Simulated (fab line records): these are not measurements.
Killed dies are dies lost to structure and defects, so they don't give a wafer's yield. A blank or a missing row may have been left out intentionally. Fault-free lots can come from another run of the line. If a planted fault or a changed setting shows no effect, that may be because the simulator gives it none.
Which tool is to blame? :: flow rit cmos :: 21 wafers from 7 lots sampled at 2 of the route's 202 steps

## WHAT EACH GAUGE READ, for each wafer
RIT_CONTACT_THK_MEAS_01.
lot: L684
measured: day 3 06:55
on: film metro-01
CONTACT_TEOS_THK (nm): 404 399 410

lot: L686
measured: day 3 18:14
on: film metro-01
CONTACT_TEOS_THK (nm): 395 405 406

lot: L688
measured: day 4 05:24
on: film metro-03
CONTACT_TEOS_THK (nm): 393 401 399

lot: L690
measured: day 4 13:45
on: film metro-04
CONTACT_TEOS_THK (nm): 400 393 400

lot: L699
measured: day 6 14:21
on: film metro-03
CONTACT_TEOS_THK (nm): 434 393 398 433 393 398

lot: L703
measured: day 7 06:33
on: film metro-01
CONTACT_TEOS_THK (nm): 395 399 400

lot: L706
measured: day 8 01:18
on: film metro-04
CONTACT_TEOS_THK (nm): 397 401 393

## TOOL THAT RAN EACH LOT (tool first, then ch and the chambers of the sampled wafers, then the start)
lot: L684
RIT_CONTACT_CVD_00: pecvd-03 ch 0,1,2, day 3 06:52

lot: L686
RIT_CONTACT_CVD_00: pecvd-02 ch 0,1,2, day 3 18:10

lot: L688
RIT_CONTACT_CVD_00: pecvd-04 ch 1,2, day 4 05:20

lot: L690
RIT_CONTACT_CVD_00: pecvd-03 ch 0,1, day 4 13:42

lot: L699
RIT_CONTACT_CVD_00: pecvd-03 ch 0,2, day 6 14:18

lot: L703
RIT_CONTACT_CVD_00: pecvd-04 ch 0,1, day 7 06:29

lot: L706
RIT_CONTACT_CVD_00: pecvd-04 ch 0,1,2, day 8 01:14
- RIT_CONTACT_CVD_00: deposits SiO2 from TEOS, target thk 400 nm, time 61 s.

## THE ANSWER, worked out from the rows above alone
Rule: usual is defined by the lots themselves. Put in order of their means at a reading, lots are off if they are a third of the lots or fewer, leave a main group of 4 or more, and stand apart from it by a gap of 3 or more times the standard deviation of the main group's means; of several such gaps the widest counts. Not used: any main group whose means are identical at the precision the tables above print for the reading. Also off: a lot with no number at a reading for which 4 or more lots have one. All remaining lots with rows at the step are treated as sound.
None of the lots is off at any reading shown; this tells nothing.

## WHAT THE SIMULATOR PUT IN
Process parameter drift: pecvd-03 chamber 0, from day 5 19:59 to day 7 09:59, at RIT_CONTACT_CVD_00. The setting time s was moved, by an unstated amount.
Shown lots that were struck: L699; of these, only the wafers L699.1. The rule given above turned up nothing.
